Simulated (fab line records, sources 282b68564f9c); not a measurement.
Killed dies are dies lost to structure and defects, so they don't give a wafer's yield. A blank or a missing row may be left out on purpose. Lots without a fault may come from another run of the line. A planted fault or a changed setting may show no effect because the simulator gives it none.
fab line records | flow rit_cmos
record lots=14 wafers=42 last_day=7
route steps=202 shown SILICIDE@162
lots that met no fault: from a run of the same line without faults
start_h: hours from the record's first day to the start of the lot's first wafer shown | wait_h: hours since the lot's step before | " the same as in the row above | L1.1+2: a row that stands for several wafers | - no value, or no start given | * or withheld: withheld | < > ~ a bound
route shown NAME@n: a module of which the file shows steps, and the number in the route of the first | usual: mean/standard deviation of fault-free wafers | same: alike in all rows | chamber/n: place in a boat | sites: the reading at each site | _std_site: their standard deviation | _edge_site: outer sites' mean less inner sites' | radius_mm: how far each site lies from the wafer's centre | mask NAME#n: copy n | behind: the tool/chamber that last shaped the wafer | hold: why the lot was held/for how many hours/how that ended | device: the transistor (n, p or np) that didn't switch | end of line: the same wafers' tests at the end of the route | a step without rows: its recipe alone | killed: dies lost to structure and defects at the first sort, not the wafer's yield | map: a wafer's dies, x killed, . not, _ none there
set.NAME: the setting as run; set.NAME@STEP: as run at that earlier step | model.NAME: the simulator's own value behind a step, which no gauge read
steps of the route over a sample of lots; a table a step, a row a wafer
services: from which hour (start_h, from the record's first day; less than 0 if before it) a tool's chamber was out of use, for how many hours, and why
## steps
# step RIT_SILICIDE_SPUTTER_01
# recipe material=Ti target_thk_nm=30 power_w=350 chamber_pressure_pa=0.667 gas=Ar time_s=240 substrate_temp_c=25
# usual cathode_dc_power_W=350.01/0.066 throttle_valve_pct=30.0/1
# columns lot.wafer tool chamber start_h wait_h cathode_dc_power_W throttle_valve_pct
L384.2 pvd_sputter-02 - 49.15 0.0 350.03 29.8
L384.4 " - " " 350.04 30.6
L384.5 " - " " 350.04 29.7
L385.2 pvd_sputter-01 - 54.78 0.0 349.97 31.3
L385.4 " - " " 350.03 29.8
L385.5 " - " " 350.13 29.0
L386.2 pvd_sputter-02 - 60.81 0.0 349.90 31.2
L386.3 " - " " 350.02 30.6
L386.5 " - " " 350.04 29.8
L387.1 pvd_sputter-01 - 64.95 0.0 350.06 31.6
L387.3 " - " " 350.00 28.7
L387.4 " - " " 349.95 29.7
L388.1 pvd_sputter-01 - 69.53 0.0 349.98 31.2
L388.5 " - " " 349.97 28.3
L388.6 " - " " 350.11 28.9
L389.1 pvd_sputter-02 - 74.36 0.0 350.01 29.5
L389.2 " - " " 350.05 31.2
L389.5 " - " " 350.04 30.5
L390.1 pvd_sputter-01 - 80.65 0.0 350.08 29.7
L390.2 " - " " 349.95 31.2
L390.3 " - " " 349.91 28.7
L396.2 pvd_sputter-02 - 112.77 0.0 350.02 30.8
L396.4 " - " " 349.97 31.1
L396.6 " - " " 350.10 31.4
L397.2 pvd_sputter-01 - 120.93 0.0 349.97 29.6
L397.3 " - " " 350.10 28.6
L397.5 " - " " 350.04 28.9
L399.1 pvd_sputter-01 - 129.69 0.0 350.03 31.2
L399.2 " - " " 350.00 28.4
L399.3 " - " " 349.93 29.6
L401.3 pvd_sputter-02 - 141.13 0.0 350.06 30.7
L401.4 " - " " 350.06 30.5
L401.5 " - " " 350.01 29.7
L403.1 pvd_sputter-03 - 155.62 0.0 350.00 28.3
L403.3 " - " " 349.99 30.1
L403.5 " - " " 350.00 28.5
L405.1 pvd_sputter-03 - 162.39 0.0 350.02 30.4
L405.2 " - " " 350.00 30.0
L405.4 " - " " 349.98 28.4
L407.3 pvd_sputter-02 - 171.05 0.0 349.91 30.4
L407.4 " - " " 349.94 31.1
L407.5 " - " " 350.10 31.0
# step RIT_SILICIDE_RS_MEAS_02
# recipe thk_meas_gauge=four-point-probe reads=Ti_of_SILICIDE_SPUTTER_01
# usual SILICIDE_TI_RS=47.9/0.71
# columns lot.wafer tool chamber start_h wait_h SILICIDE_TI_RS[ohm/sq]
L384.2 film_metro-01 - 49.32 0.1 48.1
L384.4 " - " " 48.0
L384.5 " - " " 47.6
L385.2 film_metro-01 - 54.95 0.1 46.9
L385.4 " - " " 46.2
L385.5 " - " " 46.5
L386.2 film_metro-01 - 60.98 0.1 47.7
L386.3 " - " " 47.7
L386.5 " - " " 47.9
L387.1 film_metro-03 - 65.10 0.1 46.6
L387.3 " - " " 46.5
L387.4 " - " " 46.7
L388.1 film_metro-02 - 69.68 0.1 46.9
L388.5 " - " " 46.9
L388.6 " - " " 46.4
L389.1 film_metro-02 - 74.51 0.1 47.7
L389.2 " - " " 47.7
L389.5 " - " " 47.6
L390.1 film_metro-02 - 80.80 0.1 48.1
L390.2 " - " " 48.5
L390.3 " - " " 48.2
L396.2 film_metro-03 - 112.94 0.1 48.4
L396.4 " - " " 48.3
L396.6 " - " " 48.5
L397.2 film_metro-01 - 121.10 0.1 45.2
L397.3 " - " " 45.3
L397.5 " - " " 45.2
L399.1 film_metro-01 - 129.84 0.1 45.6
L399.2 " - " " 46.0
L399.3 " - " " 46.2
L401.3 film_metro-01 - 141.32 0.1 47.7
L401.4 " - " " 48.0
L401.5 " - " " 47.9
L403.1 film_metro-02 - 155.77 0.1 48.1
L403.3 " - " " 48.4
L403.5 " - " " 48.4
L405.1 film_metro-01 - 162.54 0.1 48.6
L405.2 " - " " 48.5
L405.4 " - " " 48.1
L407.3 film_metro-02 - 171.24 0.1 47.8
L407.4 " - " " 47.8
L407.5 " - " " 47.8
# step RIT_SILICIDE_THK_MEAS_03
# recipe thk_meas_gauge=xrf reads=Ti_of_SILICIDE_SPUTTER_01
# usual SILICIDE_TI_THK=30.0/0.37
# columns lot.wafer tool chamber start_h wait_h SILICIDE_TI_THK[nm]
L384.2 film_metro-01 - 49.43 0.1 30.0
L384.4 " - " " 29.9
L384.5 " - " " 30.1
L385.2 film_metro-01 - 55.06 0.1 30.4
L385.4 " - " " 30.8
L385.5 " - " " 30.6
L386.2 film_metro-01 - 61.09 0.1 30.0
L386.3 " - " " 30.1
L386.5 " - " " 30.0
L387.1 film_metro-03 - 65.22 0.1 30.8
L387.3 " - " " 30.8
L387.4 " - " " 30.6
L388.1 film_metro-02 - 69.80 0.1 30.4
L388.5 " - " " 30.4
L388.6 " - " " 30.5
L389.1 film_metro-02 - 74.63 0.1 30.1
L389.2 " - " " 30.1
L389.5 " - " " 30.1
L390.1 film_metro-02 - 80.92 0.1 29.8
L390.2 " - " " 29.6
L390.3 " - " " 29.8
L396.2 film_metro-03 - 113.05 0.1 29.8
L396.4 " - " " 29.8
L396.6 " - " " 29.8
L397.2 film_metro-01 - 121.21 0.1 31.3
L397.3 " - " " 31.4
L397.5 " - " " 31.4
L399.1 film_metro-01 - 129.96 0.1 31.2
L399.2 " - " " 31.0
L399.3 " - " " 30.9
L401.3 film_metro-01 - 141.42 0.1 30.0
L401.4 " - " " 30.1
L401.5 " - " " 30.1
L403.1 film_metro-02 - 155.89 0.1 29.9
L403.3 " - " " 29.9
L403.5 " - " " 29.8
L405.1 film_metro-01 - 162.66 0.1 29.5
L405.2 " - " " 29.6
L405.4 " - " " 29.6
L407.3 film_metro-02 - 171.34 0.1 30.0
L407.4 " - " " 30.1
L407.5 " - " " 29.9
## services
# columns tool chamber start_h hours kind
pvd_sputter-02 - 68.50 4.9 repair
pvd_sputter-02 - 69.62 0.8 repair
pvd_sputter-03 - 84.26 0.6 repair
pvd_sputter-01 - 95.11 4.5 repair
pvd_sputter-02 - 105.72 4.6 repair
pvd_sputter-02 - 125.03 1.6 repair
## key
first_sign step=RIT_SILICIDE_RS_MEAS_02 reading=SILICIDE_TI_RS direction=down sigmas=3.3 usual=47.9 struck=45.6
effect step=RIT_SILICIDE_THK_MEAS_03 reading=SILICIDE_TI_THK direction=up sigmas=3.4 usual=30.0 struck=31.2
met_at RIT_SILICIDE_SPUTTER_01
struck_lots L397,L399
tester_left_out L397,L399
onset_between 80.65 120.93
fault kind=process_parameter_drift tool=pvd_sputter-01 chamber=- onset_h=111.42 steps=RIT_SILICIDE_SPUTTER_01 channel=time_s offset=* shape=step end_h=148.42 stated=*
# tester_left_out: of these lots the tester's yield and bins aren't shown, on N5 and GAA mostly nor the transistor test; their killed dies are dies lost to structure and defects alone, not to doping, threshold or leakage, so they don't give the yield
